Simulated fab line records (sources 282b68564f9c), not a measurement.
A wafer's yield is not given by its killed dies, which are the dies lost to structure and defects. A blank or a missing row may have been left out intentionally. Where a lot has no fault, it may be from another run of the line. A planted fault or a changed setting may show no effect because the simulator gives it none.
A struck lot beside a sound one :: flow rit-cmos :: 43 steps out of a route of 202
Sound: the wafers L794.1, L794.3, L794.5. Wafers struck: L803.3, L803.4, L803.5. Last of all comes the cause.
Per side, at each step with rows, come the tool, then ch with its chambers, and then its first start. Under that, the readings that differ: sound wafers :: struck wafers :: difference of the means :: sigmas: that difference in standard deviations of wafers without a fault.
alike: readings whose means differ by less than 2 such deviations, and words and numbers that are the same on both sides. not compared: withheld readings, readings that some wafer has no value for, bounds like >300 that may hide the same value, and numbers for which the record gives no deviation and whose values overlap.
Wherever a step has rows on one side only, a row that says differs or no value, or a row with sigmas, the two part there. Non-overlapping numbers with no deviation appear without sigmas and do not part them. A reading missing from all wafers of one side parts the sides only when that side holds two or more wafers.

first, 3 steps without rows for these wafers: RIT_REOX_CLEAN_01 (cleans in dHF, time 30 s); RIT_REOX_CLEAN_02 (cleans in SC2, time 600 s); RIT_REOX_OXIDATION_03 (target thk 25.2 nm, ox time 5580 s).
RIT_REOX_THK_MEAS_04:
  sound on film-metro-04 at day 3 13:47; struck on film-metro-04 at day 5 06:28
reading: REOX_OXIDE_THK (nm)
sound: 26.0 26.1 26.3
struck: 25.0 24.6 24.7
difference: -1.4
sigmas: -3
then, 6 steps without rows for these wafers: RIT_NLDD_HMDS_00 (prime time 60 s); RIT_NLDD_COAT_01 (resist thk 1000 nm); RIT_NLDD_SOFTBAKE_02 (time 60 s); RIT_NLDD_EXPOSE_03 (exposes mask M7, target cd 40700 nm); RIT_NLDD_PEB_04; RIT_NLDD_DEVELOP_05 (develop time 50 s).
RIT_NLDD_OVL_MEAS_06:
  sound on overlay-02 at day 3 14:50; struck on overlay-01 at day 5 07:22
  alike: NLDD_OVL
then, 1 step without rows for these wafers: RIT_NLDD_HARDBAKE_07 (time 60 s).
RIT_NLDD_IMPLANT_08:
  sound on implanter-01 ch 0, day 3 15:01; struck on implanter-01 ch 0, day 5 07:35
reading: implant-ion-amu
sound: 31 31 31
struck: 11 11 11
difference: -20
sigmas: 

reading: model.implant.rp-nm (nm)
sound: 27.72 27.72 27.72
struck: 64.41 64.41 64.41
difference: +36.69
sigmas: 

reading: model.implant.drp-nm (nm)
sound: 12.97 12.97 12.97
struck: 28.34 28.34 28.34
difference: +15.37
sigmas: 
RIT_NLDD_STRIP_09: strips in O2, time 180 s.
  sound on plasma-asher-03 ch 1, day 3 15:10; struck on plasma-asher-03 ch 0,1, day 5 07:45
  alike: chamber-pressure-mTorr, drypump-motor-current-A
  not compared: rf-hours-counter-h
RIT_NLDD_TW_MEAS_10:
  sound on film-metro-01 at day 3 15:20; struck on film-metro-03 at day 5 07:53
reading: NLDD_TW
sound: 2477 2483 2471
struck: 1330 1333 1329
difference: -1146
sigmas: -64
then, 6 steps without rows for these wafers: RIT_PLDD_HMDS_00 (prime time 60 s); RIT_PLDD_COAT_01 (resist thk 1000 nm); RIT_PLDD_SOFTBAKE_02 (time 60 s); RIT_PLDD_EXPOSE_03 (exposes mask M8, target cd 40900 nm); RIT_PLDD_PEB_04; RIT_PLDD_DEVELOP_05 (develop time 50 s).
RIT_PLDD_OVL_MEAS_06:
  sound on overlay-01 at day 3 16:30; struck on overlay-02 at day 5 08:47
  alike: PLDD_OVL
then, 2 steps without rows for these wafers: RIT_PLDD_HARDBAKE_07 (time 60 s); RIT_PLDD_IMPLANT_08.
RIT_PLDD_STRIP_09: strips in O2, time 180 s.
  sound on plasma-asher-02 ch 0,1, day 3 16:50; struck on plasma-asher-02 ch 0,1, day 5 09:10
  alike: chamber-pressure-mTorr, drypump-motor-current-A
  not compared: rf-hours-counter-h
RIT_PLDD_TW_MEAS_10:
  sound on film-metro-02 at day 3 17:01; struck on film-metro-01 at day 5 09:19
reading: PLDD_TW
sound: 2372 2363 2359
struck: 2323 2318 2320
difference: -44
sigmas: -2
then, 4 steps without rows for these wafers: RIT_SPACER_CLEAN_00 (cleans in SC1, time 600 s); RIT_SPACER_CLEAN_01 (cleans in dHF, time 30 s); RIT_SPACER_CLEAN_02 (cleans in SC2, time 600 s); RIT_SPACER_CVD_03 (deposits Si3N4 from SiH2Cl2/NH3, target thk 250 nm, time 3300 s).
RIT_SPACER_THK_MEAS_04:
  sound on film-metro-04 at day 3 21:02; struck on film-metro-04 at day 5 11:39
  alike: SPACER_NITRIDE_THK
RIT_SPACER_ETCHBACK_05: etches Si3N4 in SF6/CHF3, stops on SiO2, target depth 250 nm, time 240 s.
  sound on rie-diel-01 ch 0,1,3, day 3 21:06; struck on rie-diel-04 ch 0,2, day 5 11:41
  alike: chamber-pressure-mTorr, drypump-motor-current-A, oes-product-au, throttle-valve-pct
  not compared: rf-hours-counter-h
then, 6 steps without rows for these wafers: RIT_NSD_HMDS_00 (prime time 60 s); RIT_NSD_COAT_01 (resist thk 1000 nm); RIT_NSD_SOFTBAKE_02 (time 59.14 s); RIT_NSD_EXPOSE_03 (exposes mask M9, target cd 40700 nm); RIT_NSD_PEB_04; RIT_NSD_DEVELOP_05 (develop time 50 s).
RIT_NSD_OVL_MEAS_06:
  sound on overlay-01 at day 3 22:16; struck on overlay-01 at day 5 12:49
  alike: NSD_OVL
then, 2 steps without rows for these wafers: RIT_NSD_HARDBAKE_07 (time 60 s); RIT_NSD_IMPLANT_08.
RIT_NSD_STRIP_09: strips in O2, time 180 s.
  sound on plasma-asher-01 ch 0,1, day 3 22:36; struck on plasma-asher-03 ch 0,1, day 5 13:28
  alike: chamber-pressure-mTorr, drypump-motor-current-A
  not compared: rf-hours-counter-h
RIT_SDANNEAL_RS_MEAS_07: measurement is done with a four-point probe.
  sound on film-metro-03 at day 4 01:12; struck on film-metro-02 at day 5 16:07
reading: NLDD_RS (ohm/sq)
sound: 150.9 150.8 151.0
struck: 81.5 81.5 81.6
difference: -69.4
sigmas: -99 or more

== WHERE THEY PART ==
At RIT_REOX_THK_MEAS_04 first; at RIT_SDANNEAL_RS_MEAS_07 last (within this record only).

WHY: the cause the simulator had injected
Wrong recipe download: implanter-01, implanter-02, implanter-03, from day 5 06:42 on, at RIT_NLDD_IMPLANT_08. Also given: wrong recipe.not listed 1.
